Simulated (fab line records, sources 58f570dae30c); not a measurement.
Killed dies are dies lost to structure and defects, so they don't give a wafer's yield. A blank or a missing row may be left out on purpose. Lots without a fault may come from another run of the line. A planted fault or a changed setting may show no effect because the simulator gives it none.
Split-lot experiment | flow berkeley_cmos170 | 5 lots, 23 wafers read, on a route of 331 steps

THE SPLIT
At UCB170_M2_SPUTTER_01 (material Al, target thk 900 nm, time 120 s), the setting chamber_pressure_pa was moved away from the recipe's 0.5 Pa on 15 of the 23 wafers read, by +6.3% to +13.3%. The other wafers ran this setting at the recipe's value.

The reading is taken at the split's own step.

THE READING
Al_of_M2_SPUTTER_01.thk_nm (the simulator's own value, which no gauge read), in nm, at UCB170_M2_SPUTTER_01 (material Al, target thk 900 nm, time 120 s). The file gives no usual value for it. The 8 wafers here that ran the recipe average 899.1 nm, standard deviation 7.4 nm.

wafer  | tool, chamber at the split | chamber_pressure_pa as run, Pa | against the recipe | Al_of_M2_SPUTTER_01.thk_nm, nm | against lot-mates on the recipe
L074.2 | pvd_sputter-02, -          | 0.5666                         | +13.3%             | 879.7                          | no lot-mate on the recipe
L074.3 | pvd_sputter-02, -          | 0.5666                         | +13.3%             | 868.4                          | no lot-mate on the recipe
L074.4 | pvd_sputter-02, -          | 0.5666                         | +13.3%             | 873.8                          | no lot-mate on the recipe
L074.5 | pvd_sputter-02, -          | 0.5666                         | +13.3%             | 876.4                          | no lot-mate on the recipe
L074.6 | pvd_sputter-02, -          | 0.5666                         | +13.3%             | 874.7                          | no lot-mate on the recipe
L078.1 | pvd_sputter-01, -          | 0.5313                         | +6.3%              | 895.5                          | no lot-mate on the recipe
L078.3 | pvd_sputter-01, -          | 0.5313                         | +6.3%              | 899.1                          | no lot-mate on the recipe
L078.4 | pvd_sputter-01, -          | 0.5313                         | +6.3%              | 892.1                          | no lot-mate on the recipe
L078.5 | pvd_sputter-01, -          | 0.5313                         | +6.3%              | 890.2                          | no lot-mate on the recipe
L078.6 | pvd_sputter-01, -          | 0.5313                         | +6.3%              | 889                            | no lot-mate on the recipe
L081.1 | pvd_sputter-01, -          | 0.5                            | recipe             | 887.7                          | -
L081.3 | pvd_sputter-01, -          | 0.5                            | recipe             | 892.9                          | -
L081.4 | pvd_sputter-01, -          | 0.5                            | recipe             | 890.6                          | -
L084.1 | pvd_sputter-02, -          | 0.5                            | recipe             | 899.9                          | -
L084.2 | pvd_sputter-02, -          | 0.5                            | recipe             | 905.6                          | -
L084.3 | pvd_sputter-02, -          | 0.5                            | recipe             | 906.7                          | -
L084.5 | pvd_sputter-02, -          | 0.5                            | recipe             | 908.5                          | -
L084.6 | pvd_sputter-02, -          | 0.5                            | recipe             | 901.2                          | -
L085.1 | pvd_sputter-03, -          | 0.5524                         | +10.5%             | 867.7                          | no lot-mate on the recipe
L085.3 | pvd_sputter-03, -          | 0.5524                         | +10.5%             | 872.4                          | no lot-mate on the recipe
L085.4 | pvd_sputter-03, -          | 0.5524                         | +10.5%             | 876.9                          | no lot-mate on the recipe
L085.5 | pvd_sputter-03, -          | 0.5524                         | +10.5%             | 871.4                          | no lot-mate on the recipe
L085.6 | pvd_sputter-03, -          | 0.5524                         | +10.5%             | 875.6                          | no lot-mate on the recipe

THE FIT
A straight line over all 23 wafers: Al_of_M2_SPUTTER_01.thk_nm changes by -2.07 nm for each +1% of chamber_pressure_pa; r = -0.86; the points scatter about the line by 6.9 nm.
Too few moved wafers have a lot-mate on the recipe to fit a line with each lot's own level taken away.

THE FILE'S OWN FIT
Al_of_M2_SPUTTER_01.thk_nm changes by -2.07 nm for each +1% of chamber_pressure_pa, r = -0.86.
